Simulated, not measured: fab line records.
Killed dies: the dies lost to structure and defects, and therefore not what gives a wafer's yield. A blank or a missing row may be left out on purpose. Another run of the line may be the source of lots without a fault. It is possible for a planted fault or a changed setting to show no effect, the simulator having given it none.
Which tool did it? + flow rit_cmos + 42 wafers from 14 lots sampled at 2 of the route's 202 steps

== WHAT THE GAUGES READ, wafer by wafer ==
RIT_NRETRO_TW_MEAS_10.
| lot  | measured    | on            | NRETRO_TW               |
|------|-------------|---------------|-------------------------|
| L222 | day 2 07:23 | film_metro-02 | 1050 1050 1048          |
| L223 | day 2 13:41 | film_metro-02 | 1048 1046 1055          |
| L226 | day 3 01:40 | film_metro-02 | 1046 1046 1046          |
| L228 | day 3 12:14 | film_metro-04 | 1063 1062 1063          |
| L229 | day 3 17:21 | film_metro-03 | 1059 1063 1063          |
| L230 | day 3 22:46 | film_metro-04 | 1063 1062 1059          |
| L232 | day 4 08:18 | film_metro-02 | 1036 1048 1042          |
| L234 | day 4 17:49 | film_metro-03 | 1046 1055 1053          |
| L238 | day 5 14:04 | film_metro-02 | 929 930 935 937 936 930 |
| L240 | day 6 05:46 | film_metro-03 | 931 934 932 932 935 927 |
| L242 | day 6 12:32 | film_metro-03 | 1034 1039 1044          |
| L243 | day 6 18:07 | film_metro-04 | 1064 1068 1064          |
| L244 | day 6 19:50 | film_metro-03 | 1041 1040 1043          |
| L245 | day 7 02:01 | film_metro-02 | 1047 1045 1048          |

== WHAT TOOL EACH LOT RAN ON (gives the tool, then ch and the chambers of the sampled wafers, and finally the start) ==
| lot  | RIT_NRETRO_IMPLANT_08          |
|------|--------------------------------|
| L222 | implanter-03 ch 0, day 2 07:07 |
| L223 | implanter-04 ch 0, day 2 13:23 |
| L226 | implanter-04 ch 0, day 3 01:21 |
| L228 | implanter-04 ch 0, day 3 11:55 |
| L229 | implanter-04 ch 0, day 3 17:02 |
| L230 | implanter-02 ch 0, day 3 22:26 |
| L232 | implanter-02 ch 0, day 4 07:58 |
| L234 | implanter-03 ch 0, day 4 17:30 |
| L238 | implanter-03 ch 0, day 5 13:47 |
| L240 | implanter-03 ch 0, day 6 05:26 |
| L242 | implanter-02 ch 0, day 6 12:13 |
| L243 | implanter-04 ch 0, day 6 17:47 |
| L244 | implanter-04 ch 0, day 6 19:31 |
| L245 | implanter-04 ch 0, day 7 01:44 |
- RIT_NRETRO_IMPLANT_08

== WHAT THE TOOLS THEMSELVES READ (means of the sampled wafers that have a number; where no wafer has one, the mark that the record gives instead) ==
RIT_NRETRO_IMPLANT_08.
| lot  | tool         | beam_energy_keV |
|------|--------------|-----------------|
| L222 | implanter-03 | 70.007          |
| L223 | implanter-04 | 70.024          |
| L226 | implanter-04 | 69.982          |
| L228 | implanter-04 | 69.984          |
| L229 | implanter-04 | 70.026          |
| L230 | implanter-02 | 69.992          |
| L232 | implanter-02 | 69.991          |
| L234 | implanter-03 | 69.983          |
| L238 | implanter-03 | 45.532          |
| L240 | implanter-03 | 45.504          |
| L242 | implanter-02 | 70.014          |
| L243 | implanter-04 | 70.002          |
| L244 | implanter-04 | 70.026          |
| L245 | implanter-04 | 70.019          |

== THE ANSWER, worked out from the rows above alone ==
Rule: the lots themselves supply what counts as usual. The widest of any qualifying gaps counts: lots, ordered by their means at a reading, are off when they make up no more than a third of the lots, leave a main group of 4 or more, and stand apart from it by 3 or more times the standard deviation of that group's means. The tables above print the reading to a certain number of digits; a main group whose means all agree to those digits is not used. Also off: a lot with no number at a reading for which 4 or more lots have one. Any other lot the step has rows for is counted as sound. The gauges are gone through in route order, then the tools' own readings, and for those a lot's mean is taken as printed above. The first step at which some lot is off is used, and at that step the reading that is off furthest; a lot without a number counts as furthest.
Off: L238, L240, seen at RIT_NRETRO_TW_MEAS_10 (NRETRO_TW). For the main group the mean is 1051 and the standard deviation 8.8.
A tool fits if, at a process step before that reading, it ran every lot that is off, and no sound lot after the first of them. Not tried: the gauges at RIT_NRETRO_TW_MEAS_10; whatever is off there is also off at RIT_NRETRO_IMPLANT_08, on other tools, and gauge error can't account for it. One fits: implanter-03 at RIT_NRETRO_IMPLANT_08. Its last sound lot is L234 (day 4 17:30), its first lot that is off L238 (day 5 13:47): a fault that began between those two fits.
The tool's own readings at RIT_NRETRO_IMPLANT_08 bear it out: on the lots that are off they differ by more than 5 times the standard deviation of the sound lots' means. beam_energy_keV reads 45.518 there against 70.004 on the sound lots.

== WHAT HAD BEEN PUT IN BY THE SIMULATOR ==
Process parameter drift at RIT_NRETRO_IMPLANT_08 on implanter-03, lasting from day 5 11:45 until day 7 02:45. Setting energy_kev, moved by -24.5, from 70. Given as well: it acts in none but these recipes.
Shown lots that were struck: L238, L240. The same result came from the rule above.
